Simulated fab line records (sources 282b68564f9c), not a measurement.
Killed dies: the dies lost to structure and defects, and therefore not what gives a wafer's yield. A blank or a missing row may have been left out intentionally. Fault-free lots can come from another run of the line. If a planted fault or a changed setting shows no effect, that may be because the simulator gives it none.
fab line records	flow rit_cmos
record lots=5	wafers=15	last_day=6
route steps=202 shown CONTACT@178 M1@184
lots that met no fault: taken from a fault-free run of the same line
start_h: the number of hours between the record's first day and the start of the first shown wafer of the lot	wait_h: how many hours have passed since the lot's step before this one	" identical to the entry in the row above	L1.1+2: a row that stands for several wafers	- no value, or no start given	* or withheld: withheld	< > ~ a bound
route shown NAME@n: NAME is a module with steps in the file, n the number in the route of the first one	usual: the fault-free wafers' mean and standard deviation	same: alike in all rows	chamber/n: place in a boat	sites: readings site by site	_std_site: standard deviation across them	_edge_site: mean of outer sites minus mean of inner sites	radius_mm: how far each site lies from the wafer's centre	mask NAME#n: copy n	behind: the tool/chamber that last shaped the wafer	hold: the reason the lot was held/the length of the hold in hours/how it ended	device: the transistor (n, p or np) that didn't switch	end of line: tests of these same wafers at the route's end	a step without rows: its recipe alone	killed: at the first sort, the dies lost to defects and structure; wafer yield is something else	map: the dies of a wafer, with x for killed, . for not killed, _ for no die there
set.NAME: the run value of the setting; set.NAME@STEP: its run value at that earlier step	model.NAME: the simulator's own value behind a step, which no gauge read
lots at selected steps of the route; one table per step, one row per wafer
services: from which hour (start_h, from the record's first day; less than 0 if before it) a tool's chamber was out of use, for how many hours, and why
## steps
# step RIT_CONTACT_HARDBAKE_10
# recipe resist=NOVOLAK	temp_c=140	time_s=60
# step RIT_CONTACT_ETCH_11
# recipe target_depth_a=4800	over_etch_frac=0.2	stop_on=TiSi2	chemistry=CHF3/CF4/Ar	target=SiO2	CHF3_flow_sccm=50	cf4_flow_sccm=10	Ar_flow_sccm=100	O2_flow_sccm=5	pressure_mtorr=100	rf_w=200	time_s=320
# usual drypump_motor_current_A=5.8/0.41	mfc_ar_sccm=100.00/0.29	oes_product_au=0.981/0.015	throttle_valve_pct=8.89/0.11
lot.wafer	tool	chamber	start_h	wait_h	drypump_motor_current_A	mfc_ar_sccm	oes_product_au	rf_hours_counter_h	throttle_valve_pct
L965.2	rie_diel-03	0	51.78	0.1	6.2	99.10	0.973	154	8.95
L965.4	"	2	"	"	5.6	100.52	0.994	127	8.88
L965.6	"	2	"	"	5.6	100.07	1.001	-	8.89
L969.4	rie_diel-03	0	74.33	0.1	6.3	100.40	0.970	154	8.94
L969.5	"	3	"	"	6.0	100.38	0.966	-	8.70
L969.6	"	0	"	"	6.3	100.36	0.963	-	8.95
L978.1	rie_diel-04	1	126.79	0.1	5.7	99.99	0.987	1	9.02
L978.3	"	3	"	"	5.5	99.63	0.984	2	9.01
L978.6	"	2	"	"	6.4	99.74	1.009	-	8.82
L983.1	rie_diel-01	1	143.08	0.1	6.1	99.87	0.949	138	8.67
L983.3	"	2	"	"	5.4	100.57	0.993	10	8.93
L983.5	"	1	"	"	6.1	99.85	0.961	-	8.66
L984.3	rie_diel-04	3	147.08	0.1	5.5	100.06	0.979	2	9.03
L984.5	"	0	"	"	6.3	99.43	1.004	-	9.00
L984.6	"	3	"	"	5.5	99.82	0.982	-	8.99
# step RIT_CONTACT_STRIP_12
# recipe chemistry=O2	time_s=180	resist=NOVOLAK	platen_temp_c=withheld	power_w=500	pressure_mtorr=4000	o2_flow_sccm=4000
# usual drypump_motor_current_A=5.37/0.26	rf_refl_power_W=6.8/1.3
lot.wafer	tool	chamber	start_h	wait_h	drypump_motor_current_A	rf_hours_counter_h	rf_refl_power_W
L965.2	plasma_asher-01	0	51.97	0.1	5.29	40	8.2
L965.4	"	0	"	"	5.34	-	8.1
L965.6	"	1	"	"	5.24	-	4.0
L969.4	plasma_asher-02	1	74.58	0.2	5.45	-	6.4
L969.5	"	1	"	"	5.38	-	6.3
L969.6	"	0	"	"	5.36	-	8.1
L978.1	plasma_asher-03	1	126.99	0.1	4.96	49	5.5
L978.3	"	1	"	"	4.95	-	6.2
L978.6	"	0	"	"	5.90	-	6.9
L983.1	plasma_asher-01	0	143.28	0.1	5.30	3	8.3
L983.3	"	0	"	"	5.32	-	8.1
L983.5	"	0	"	"	5.31	-	8.3
L984.3	plasma_asher-01	0	147.34	0.2	5.35	-	8.2
L984.5	"	0	"	"	5.34	-	8.1
L984.6	"	1	"	"	5.23	-	4.2
# step RIT_CONTACT_CD_MEAS_90
# recipe target_cd_nm=1000
# usual cd_nm=999.5/2
lot.wafer	tool	chamber	start_h	wait_h	cd_nm
L965.2	cd_sem-02	-	52.17	0.1	999.4
L965.4	"	-	"	"	997.8
L965.6	"	-	"	"	999.9
L969.4	cd_sem-02	-	74.76	0.1	997.9
L969.5	"	-	"	"	998.6
L969.6	"	-	"	"	999.0
L978.1	cd_sem-01	-	127.16	0.1	997.3
L978.3	"	-	"	"	998.8
L978.6	"	-	"	"	996.8
L983.1	cd_sem-01	-	143.45	0.1	998.1
L983.3	"	-	"	"	999.6
L983.5	"	-	"	"	998.0
L984.3	cd_sem-01	-	147.49	0.1	997.7
L984.5	"	-	"	"	999.5
L984.6	"	-	"	"	1000.4
# step RIT_CONTACT_CLEAN_13
# recipe chemistry=SC1	mix=3:3:50	time_s=600	temp_c=75
# step RIT_CONTACT_CLEAN_14
# recipe chemistry=SC2	mix=3:3:50	time_s=600	temp_c=75	dry=n2_spin
# step RIT_M1_SPUTTER_00
# recipe material=Al	target_thk_nm=400	power_w=2000	chamber_pressure_pa=0.4	gas=Ar	time_s=500	substrate_temp_c=25
# usual throttle_valve_pct=30.3/1.2
lot.wafer	tool	chamber	start_h	wait_h	throttle_valve_pct
L965.2	pvd_sputter-02	-	52.63	0.0	30.4
L965.4	"	-	"	"	32.1
L965.6	"	-	"	"	28.9
L969.4	pvd_sputter-02	-	75.18	0.0	29.0
L969.5	"	-	"	"	29.3
L969.6	"	-	"	"	28.8
L978.1	pvd_sputter-03	-	127.67	0.0	29.3
L978.3	"	-	"	"	29.6
L978.6	"	-	"	"	29.6
L983.1	pvd_sputter-04	-	144.10	0.0	31.7
L983.3	"	-	"	"	31.7
L983.5	"	-	"	"	31.6
L984.3	pvd_sputter-03	-	147.92	0.0	29.2
L984.5	"	-	"	"	29.5
L984.6	"	-	"	"	30.3
# step RIT_M1_RS_MEAS_01
# recipe thk_meas_gauge=four-point-probe	reads=Al_of_M1_SPUTTER_00
# usual M1_AL_RS=0.0729/0.00064
lot.wafer	tool	chamber	start_h	wait_h	M1_AL_RS[ohm/sq]
L965.2	film_metro-04	-	52.95	0.2	0.0724
L965.4	"	-	"	"	0.0725
L965.6	"	-	"	"	0.0719
L969.4	film_metro-02	-	75.54	0.2	0.0713
L969.5	"	-	"	"	0.0722
L969.6	"	-	"	"	0.0720
L978.1	film_metro-02	-	127.96	0.1	0.0732
L978.3	"	-	"	"	0.0736
L978.6	"	-	"	"	0.0739
L983.1	film_metro-02	-	144.39	0.1	0.0721
L983.3	"	-	"	"	0.0732
L983.5	"	-	"	"	0.0729
L984.3	film_metro-01	-	148.26	0.2	0.0732
L984.5	"	-	"	"	0.0728
L984.6	"	-	"	"	0.0738
# step RIT_M1_THK_MEAS_02
# recipe thk_meas_gauge=xrf	reads=Al_of_M1_SPUTTER_00
# usual M1_AL_THK=397/3.8
lot.wafer	tool	chamber	start_h	wait_h	M1_AL_THK[nm]
L965.2	film_metro-04	-	53.06	0.1	398
L965.4	"	-	"	"	398
L965.6	"	-	"	"	401
L969.4	film_metro-02	-	75.63	0.1	406
L969.5	"	-	"	"	405
L969.6	"	-	"	"	401
L978.1	film_metro-02	-	128.08	0.1	397
L978.3	"	-	"	"	393
L978.6	"	-	"	"	391
L983.1	film_metro-02	-	144.51	0.1	404
L983.3	"	-	"	"	397
L983.5	"	-	"	"	399
L984.3	film_metro-01	-	148.36	0.1	394
L984.5	"	-	"	"	398
L984.6	"	-	"	"	394
# step RIT_M1_HMDS_03
# recipe prime_time_s=60	prime_temp_c=140
# step RIT_M1_COAT_04
# recipe resist=NOVOLAK	spin_rpm=2000	resist_thk_nm=1300
# step RIT_M1_SOFTBAKE_05
# recipe resist=NOVOLAK	temp_c=90	time_s=60
# step RIT_M1_EXPOSE_06
# recipe mask_id=M12	na=0.6	source_shape=conventional	sigma_outer=0.5	target_cd_nm=2600	dose_mj=250
# usual exposure_dose_mJ_cm2=249.9/0.32
# same na=0.6
lot.wafer	tool	chamber	start_h	wait_h	mask	exposure_dose_mJ_cm2
L965.2	iline_stepper-01	0	53.70	0.2	M12#0	250.0
L965.4	"	0	"	"	M12#0	249.8
L965.6	"	0	"	"	M12#0	250.0
L969.4	iline_stepper-01	0	76.17	0.1	M12#0	245.9
L969.5	"	0	"	"	M12#0	245.9
L969.6	"	0	"	"	M12#0	246.3
L978.1	iline_stepper-02	0	128.59	0.1	M12#0	249.6
L978.3	"	0	"	"	M12#0	250.0
L978.6	"	0	"	"	M12#0	250.0
L983.1	iline_stepper-02	0	145.15	0.2	M12#0	250.4
L983.3	"	0	"	"	M12#0	250.2
L983.5	"	0	"	"	M12#0	250.7
L984.3	iline_stepper-01	0	149.01	0.2	M12#0	249.5
L984.5	"	0	"	"	M12#0	249.6
L984.6	"	0	"	"	M12#0	249.7
# step RIT_M1_PEB_07
# recipe resist=NOVOLAK	temp_c=withheld	time_s=withheld
# step RIT_M1_DEVELOP_08
# recipe resist=NOVOLAK	develop_time_s=68	dev_temp_c=23
# step RIT_M1_CD_MEAS_09
# recipe target_cd_nm=2600
# usual cd_nm=2600.3/2.3
lot.wafer	tool	chamber	start_h	wait_h	cd_nm
L965.2	cd_sem-02	-	54.13	-	2600.7
L965.4	"	-	"	"	2601.9
L965.6	"	-	"	"	2600.9
L969.4	cd_sem-01	-	76.60	-	2589.6
L969.5	"	-	"	"	2588.8
L969.6	"	-	"	"	2591.9
L978.1	cd_sem-02	-	129.02	-	2603.8
L978.3	"	-	"	"	2602.5
L978.6	"	-	"	"	2603.6
L983.1	cd_sem-02	-	145.58	-	2603.5
L983.3	"	-	"	"	2602.7
L983.5	"	-	"	"	2602.7
L984.3	cd_sem-02	-	149.44	-	2598.5
L984.5	"	-	"	"	2597.6
L984.6	"	-	"	"	2598.5
# step RIT_M1_OVL_MEAS_10
# usual M1_OVL=-0.6/1.5
lot.wafer	tool	chamber	start_h	wait_h	M1_OVL[nm]
L965.2	overlay-02	-	54.24	0.1	-3.9
L965.4	"	-	"	"	-2.5
L965.6	"	-	"	"	-2.0
L969.4	overlay-02	-	76.68	0.1	-2.8
L969.5	"	-	"	"	0.1
L969.6	"	-	"	"	-1.6
L978.1	overlay-02	-	129.14	0.1	-1.7
L978.3	"	-	"	"	-2.3
L978.6	"	-	"	"	-1.4
L983.1	overlay-01	-	145.70	0.1	0.7
L983.3	"	-	"	"	1.1
L983.5	"	-	"	"	1.7
L984.3	overlay-02	-	149.54	0.1	-3.0
L984.5	"	-	"	"	-2.5
L984.6	"	-	"	"	-2.1
# step RIT_M1_PROBE_99
# usual defect_limited_yield=97.4/1	killed_at_contacts=0.1/0.31	killed_at_front_end=6.8/2.7	killed_dies=6.9/2.7	killed_open=3.3/1.8	killed_short=3.5/1.8	sort_bin_3_pad_short=0.2/0.23	sort_bin_5_function=1.5/0.86	sort_bin_6_memory=1.0/0.61	sort_n_pass=257.1/2.7	sort_yield_pct=97.4/1
# same gross_dies=264	killed_at_M0_to_M3=0	killed_at_M4_up=0	killed_at_back_side=0	killed_at_other=0
lot.wafer	tool	chamber	start_h	wait_h	defect_limited_yield[%]	killed_at_contacts	killed_at_front_end	killed_dies	killed_open	killed_short	sort_bin_3_pad_short[%]	sort_bin_5_function[%]	sort_bin_6_memory[%]	sort_n_pass	sort_yield_pct[%]
L978.1	prober-01	-	131.68	0.1	95.8	0	11	11	4	7	0.8	1.9	1.5	253.0	95.8
L978.3	prober-01	-	131.78	0.2	96.6	0	9	9	2	4	0	2.7	0.8	255.0	96.6
L978.6	prober-01	-	131.93	0.2	96.6	0	9	9	6	3	0	2.7	0.8	255.0	96.6
L983.1	prober-02	-	148.24	0.1	98.1	0	5	5	2	3	0.4	0.8	0.8	259.0	98.1
L983.3	prober-02	-	148.34	0.2	98.5	1	3	4	3	1	0	0.8	0.8	260.0	98.5
L983.5	prober-02	-	148.44	0.2	96.2	1	9	10	5	4	0.8	1.5	1.5	254.0	96.2
L984.3	prober-01	-	152.16	0.2	95.1	0	13	13	7	6	0.4	3.4	1.1	251.0	95.1
L984.5	prober-01	-	152.26	0.2	98.5	0	4	4	1	3	0	0	1.5	260.0	98.5
L984.6	prober-01	-	152.31	0.2	98.9	0	3	3	0	3	0	0	1.1	261.0	98.9
# killed by level:class
L978.1 GATE:geometric_particle:short=3 FOX1:geometric_particle:short=2 FOX2:geometric_particle:open=2 FOX2:geometric_particle:short=2 FOX1:geometric_particle:open=1 GATE:geometric_particle:open=1
L978.3 NWELL:coat_microbubble_printed=3 SILICIDE:geometric_particle:short=2 FOX2:geometric_particle:open=1 GATE:geometric_particle:open=1 GATE:geometric_particle:short=1 SPACER:geometric_particle:short=1
L978.6 GATE:geometric_particle:short=2 GATE:geometric_particle:open=2 FOX1:geometric_particle:open=1 FOX2:geometric_particle:open=1 REOX:geometric_particle:open=1 SPACER:geometric_particle:short=1 SILICIDE:geometric_particle:open=1
L983.1 FOX1:geometric_particle:open=2 REOX:geometric_particle:short=2 FOX1:geometric_particle:short=1
L983.3 FOX2:geometric_particle:open=1 GATE:geometric_particle:open=1 REOX:geometric_particle:short=1 CONTACT:geometric_particle:open=1
L983.5 GATE:geometric_particle:open=2 SPACER:geometric_particle:short=2 ACTIVE:geometric_particle:open=1 FOX1:geometric_particle:open=1 GATE:geometric_particle:short=1 REOX:geometric_particle:open=1 REOX:geometric_particle:short=1 CONTACT:coat_microbubble_printed=1
L984.3 SILICIDE:geometric_particle:open=3 GATE:geometric_particle:short=2 GATE:geometric_particle:open=2 REOX:geometric_particle:short=2 FOX1:geometric_particle:open=1 FOX1:geometric_particle:short=1 REOX:geometric_particle:open=1 SILICIDE:geometric_particle:short=1
L984.5 SILICIDE:geometric_particle:short=2 SPACER:geometric_particle:short=1 SILICIDE:geometric_particle:open=1
L984.6 GATE:geometric_particle:short=2 REOX:geometric_particle:short=1
## services
tool	chamber	start_h	hours	kind
rie_diel-04	3	30.85	-	clean
rie_diel-04	3	30.85	17.5	scheduled_down
rie_diel-04	3	30.85	17.5	vent_cycle
plasma_asher-01	-	31.89	11.1	repair
pvd_sputter-02	-	54.59	1.1	repair
rie_diel-04	1	66.01	-	clean
rie_diel-04	1	66.01	15.0	scheduled_down
rie_diel-04	1	66.01	15.0	vent_cycle
rie_diel-01	3	73.26	4.4	repair
rie_diel-03	-	95.47	0.4	repair
iline_stepper-01	0	95.57	-	calibration
rie_diel-04	0	104.39	7.0	repair
plasma_asher-01	-	108.75	9.0	pm
plasma_asher-01	0	108.75	9.0	vent_cycle
plasma_asher-01	1	108.75	9.0	vent_cycle
plasma_asher-01	0	117.75	-	clean
plasma_asher-01	1	117.75	-	clean
rie_diel-03	0	123.72	-	clean
rie_diel-03	0	123.72	12.9	scheduled_down
pvd_sputter-02	-	126.57	2.8	repair
pvd_sputter-03	-	135.78	5.3	repair
pvd_sputter-02	-	136.29	2.7	repair
rie_diel-03	3	137.19	5.7	repair
pvd_sputter-03	-	143.10	2.3	repair
## key
first_sign step=RIT_M1_EXPOSE_06	reading=exposure_dose_mJ_cm2	direction=down	sigmas=12	usual=249.9	struck=246.0
effect step=RIT_M1_CD_MEAS_09	reading=cd_nm	direction=down	sigmas=4.3	usual=2600.3	struck=2590.1	through=control_loop
met_at RIT_M1_EXPOSE_06
struck_wafers L969.4,L969.5,L969.6
loop_trim step=RIT_M1_EXPOSE_06	setting=dose	lots=L969
onset_between 53.70 76.17
fault kind=process_parameter_drift	tool=iline_stepper-01	chamber=-	onset_h=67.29	steps=RIT_M1_EXPOSE_06	channel=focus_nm	offset=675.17	spread_by_wafer=0.3	shape=step	end_h=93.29
# loop_trim: a control loop set the setting to another value than it would have without faults
